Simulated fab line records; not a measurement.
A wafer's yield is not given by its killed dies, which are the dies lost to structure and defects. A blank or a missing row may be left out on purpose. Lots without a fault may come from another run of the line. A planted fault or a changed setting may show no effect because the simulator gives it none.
Which tool was responsible? ; flow ritCmos ; 33 wafers from 11 lots sampled at 2 of the route's 202 steps

## WHAT EACH GAUGE READ, for each wafer
Not one reading of a measure or inspect step in the record can be checked against a usual standard deviation.

## WHICH TOOL RAN EACH LOT (tool, then ch and the chambers of the sampled wafers, then the start)
lot;RIT_ACTIVE_OXIDATION_01;RIT_M1_PROBE_99
L343;furnace-02 ch 0, day 1 10:07;prober-01, day 3 10:55
L344;furnace-01 ch 0, day 1 15:07;prober-02, day 3 15:37
L346;furnace-01 ch 0, day 2 01:07;prober-02, day 4 03:32
L347;furnace-04 ch 0, day 2 06:07;prober-01, day 4 05:40
L353;furnace-02 ch 0, day 3 12:07;prober-01, day 5 13:59
L354;furnace-02 ch 0, day 3 17:17;prober-02, day 5 16:54
L355;furnace-01 ch 0, day 3 22:07;prober-01, day 5 20:44
L357;furnace-01 ch 0, day 4 08:07;prober-01, day 6 06:14
L359;furnace-04 ch 0, day 4 18:07;prober-01, day 6 21:14
L361;furnace-01 ch 0, day 5 04:07;prober-01, day 7 02:50
L364;furnace-04 ch 0, day 5 19:14;prober-02, day 7 18:47
- RIT_ACTIVE_OXIDATION_01: target thk 46.8 nm, ox time 3360 s.
- RIT_M1_PROBE_99

## AS READ BY THE TOOLS THEMSELVES (means over the sampled wafers that have a number; for cases with no such wafer, the mark the record gives instead)
RIT_ACTIVE_OXIDATION_01. Usual: 1028 C for spikeTcLoadC, sd 3.1.
lot;tool;spikeTcLoadC (C);flag
L343;furnace-02;1030;
L344;furnace-01;1022;
L346;furnace-01;1024;
L347;furnace-04;1027;
L353;furnace-02;1031;
L354;furnace-02;1030;
L355;furnace-01;1024;
L357;furnace-01;1024;
L359;furnace-04;1027;
L361;furnace-01;1023;
L364;furnace-04;1026;

RIT_M1_PROBE_99. Usual: killed_at_M0_to_M3 0.0 (standard deviation 0.083); killedAtContacts 0.1 (standard deviation 0.28); killedAtFrontEnd 6.5 (standard deviation 3); killedDies 7 (standard deviation 3); killedOnRim 1.8 (standard deviation 1.5); killedOpen 3.2 (standard deviation 2); killedShort 3.2 (standard deviation 1.9).
lot;tool;killed_at_M0_to_M3;killedAtContacts;killedAtFrontEnd;killedDies;killedOnRim;killedOpen;killedShort;flag
L343;prober-01;0.0;0.0;9.0;9;2.7;4.0;5.0;
L344;prober-02;0.0;0.0;6.0;6;2.0;1.7;4.0;
L346;prober-02;0.0;0.0;2.3;2;0.7;2.0;0.3;
L347;prober-01;0.0;0.3;8.3;9;3.0;5.0;3.7;
L353;prober-01;0.0;0.0;117.3;117;34.0;1.7;4.3;OFF
L354;prober-02;0.0;0.0;106.0;106;28.3;1.7;1.3;OFF
L355;prober-01;0.0;0.0;5.0;5;1.3;2.3;2.7;
L357;prober-01;0.0;0.3;7.3;8;2.3;3.0;4.7;
L359;prober-01;0.0;0.0;8.3;8;1.3;4.3;4.0;
L361;prober-01;0.3;0.0;6.3;7;1.0;3.0;3.3;OFF
L364;prober-02;0.0;0.0;6.0;6;2.3;2.3;3.7;

## THE ANSWER, worked out from the rows above alone
Rule: a lot is off if the mean of its wafers that have a number lies more than 3 standard deviations from the usual mean. Also off: a lot with no number at a reading for which 4 or more lots have one. Any other lot the step has rows for is counted as sound. First the gauges in route order, then the tools' own readings, where a lot's mean is used as printed above. At the first step where some lot is off, the reading lying furthest off is the one used; lots without a number count as furthest.
Off, at RIT_M1_PROBE_99 on killedAtFrontEnd: L353, L354.
A tool fits if, at that step or a process step before it, it ran every lot that is off, and no sound lot after the first of them. One fits: furnace-02 at RIT_ACTIVE_OXIDATION_01. A fault onset in the window from L343 (day 1 10:07, its last sound lot) to L353 (day 3 12:07, its first lot off) fits.

## WHAT WAS PUT IN BY THE SIMULATOR
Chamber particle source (furnace-02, RIT_ACTIVE_OXIDATION_01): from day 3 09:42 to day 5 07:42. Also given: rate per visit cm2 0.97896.
Lots struck among those shown: L353, L354. The rule above reached the same finding.
